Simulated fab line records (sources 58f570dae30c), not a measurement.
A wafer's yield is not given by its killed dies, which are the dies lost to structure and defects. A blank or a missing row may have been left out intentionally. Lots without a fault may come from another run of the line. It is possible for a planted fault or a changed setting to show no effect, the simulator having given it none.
Lot-split experiment + flow berkeley_cmos170 + 23 wafers read across 5 lots, on a route 331 steps long

== SPLIT DETAILS ==
At UCB170_CONTACT_EXPOSE_12 (exposes mask CONT, target cd 700 nm), the setting dose_mj was moved away from the recipe's 35 on 8 of the 23 wafers read, by -2.2% to +7.0%. For the rest of the wafers, this setting stayed at what the recipe calls for.

== FROM THE SPLIT TO THE READING: what the file shows between them, 6 steps ==
- UCB170_CONTACT_PEB_13
- UCB170_CONTACT_DEVELOP_14: develop time 45 s
- UCB170_CONTACT_CD_MEAS_15: target cd 700 nm
- UCB170_CONTACT_ETCH_17: etches BARC in N2/H2
- UCB170_CONTACT_ETCH_18: etches PSG in CHF3/CF4/Ar, stops on TiSi2, target depth 840 nm, time 195 s
- UCB170_CONTACT_STRIP_19: strips in O2

== THE READING ==
cd_nm (nm) at UCB170_CONTACT_CD_MEAS_90, where the cd target is 700 nm. A value of 700.7 nm with a standard deviation of 1.6 nm is what fault-free wafers of this fab line usually give.

| wafer  | tool, chamber at the split | dose_mj as run | against the recipe | cd_nm, nm | against lot-mates on the recipe |
|--------|----------------------------|----------------|--------------------|-----------|---------------------------------|
| L075.1 | krf_scanner-02, 0          | 35             | recipe             | 700.3     | -                               |
| L075.2 | krf_scanner-02, 0          | 35             | recipe             | 703.8     | -                               |
| L075.4 | krf_scanner-02, 0          | 35             | recipe             | 701.1     | -                               |
| L075.5 | krf_scanner-02, 0          | 35             | recipe             | 701.1     | -                               |
| L075.6 | krf_scanner-02, 0          | 35             | recipe             | 703.9     | -                               |
| L078.1 | krf_scanner-01, 0          | 34.24          | -2.2%              | 694.4     | -4.5                            |
| L078.3 | krf_scanner-01, 0          | 34.24          | -2.2%              | 696.7     | -2.2                            |
| L078.4 | krf_scanner-01, 0          | 35             | recipe             | 699.5     | -                               |
| L078.5 | krf_scanner-01, 0          | 35             | recipe             | 698.3     | -                               |
| L078.6 | krf_scanner-01, 0          | 34.24          | -2.2%              | 693.6     | -5.3                            |
| L080.1 | krf_scanner-02, 0          | 35             | recipe             | 696.1     | -                               |
| L080.2 | krf_scanner-02, 0          | 35.9           | +2.6%              | 704.0     | +6.5                            |
| L080.4 | krf_scanner-02, 0          | 35.9           | +2.6%              | 704.6     | +7.1                            |
| L080.5 | krf_scanner-02, 0          | 35             | recipe             | 696.5     | -                               |
| L080.6 | krf_scanner-02, 0          | 35             | recipe             | 699.8     | -                               |
| L083.3 | krf_scanner-01, 0          | 35             | recipe             | 701.2     | -                               |
| L083.4 | krf_scanner-01, 0          | 35             | recipe             | 702.3     | -                               |
| L083.5 | krf_scanner-01, 0          | 35             | recipe             | 703.6     | -                               |
| L084.1 | krf_scanner-01, 0          | 35             | recipe             | 702.0     | -                               |
| L084.2 | krf_scanner-01, 0          | 37.45          | +7.0%              | 713.3     | +12.8                           |
| L084.3 | krf_scanner-01, 0          | 35             | recipe             | 699.1     | -                               |
| L084.5 | krf_scanner-01, 0          | 37.45          | +7.0%              | 712.0     | +11.5                           |
| L084.6 | krf_scanner-01, 0          | 37.45          | +7.0%              | 712.8     | +12.2                           |

FIT RESULTS
A straight line over all 23 wafers: cd_nm changes by +1.83 nm for each +1% of dose_mj; r = +0.92; the points scatter about the line by 2.1 nm.
The same after taking each lot's own level away (the mean of its wafers on the recipe; 23 wafers): +1.8 nm for each +1%; r = +0.96; scatter 1.4 nm.
That fit puts the effect of the largest move of dose_mj on the reading at 13 nm.
Measured against the standard deviation above, the lots' own levels, which go from 697.47 to 702.37 nm, span 3.1 times it.
Consequently the slope shifts little with the lot-to-lot level, the two slopes agreeing.
Check: +12.7 nm against its lot-mates is what the line predicts for one of the wafers moved furthest among these (+7.0%) when that wafer is left out of the fit. It came out at +12.8 nm against them.

== ADDITIONAL SPLITS CARRIED BY THESE WAFERS ==
Note: prior to the reading, these wafers also went through further splits. Each is held against what the fit with the lots' levels taken away leaves over:
| other split on the same wafers       | wafers away from the commonest value | r with cd_nm (lot level and that fit taken away) |
|--------------------------------------|--------------------------------------|--------------------------------------------------|
| UCB170_CONTACT_CVD_01 o2_flow_sccm   | 15                                   | +0.22                                            |
| UCB170_CONTACT_COAT_10 resist_thk_nm | 6                                    | -0.48                                            |

== THE WHOLE CHAIN: every reading that the file lists as answering this split, in the file's order ==
| step                      | what it does         | reading                                                        | change (the file's fit)              | r (the file's) |
|---------------------------|----------------------|----------------------------------------------------------------|--------------------------------------|----------------|
| UCB170_CONTACT_CD_MEAS_15 | target cd 700 nm     | cd_nm                                                          | +1.73 nm for each +1% of the setting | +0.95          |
| UCB170_CONTACT_ETCH_17    | etches BARC in N2/H2 | CONTACT.cd_nm (the simulator's own value, which no gauge read) | +1.8 nm for each +1% of the setting  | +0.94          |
| UCB170_CONTACT_CD_MEAS_90 | target cd 700 nm     | cd_nm                                                          | +1.85 nm for each +1% of the setting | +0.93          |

== FILE'S OWN FIT ==
cd_nm changes by +1.85 nm for each +1% of dose_mj, r = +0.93.
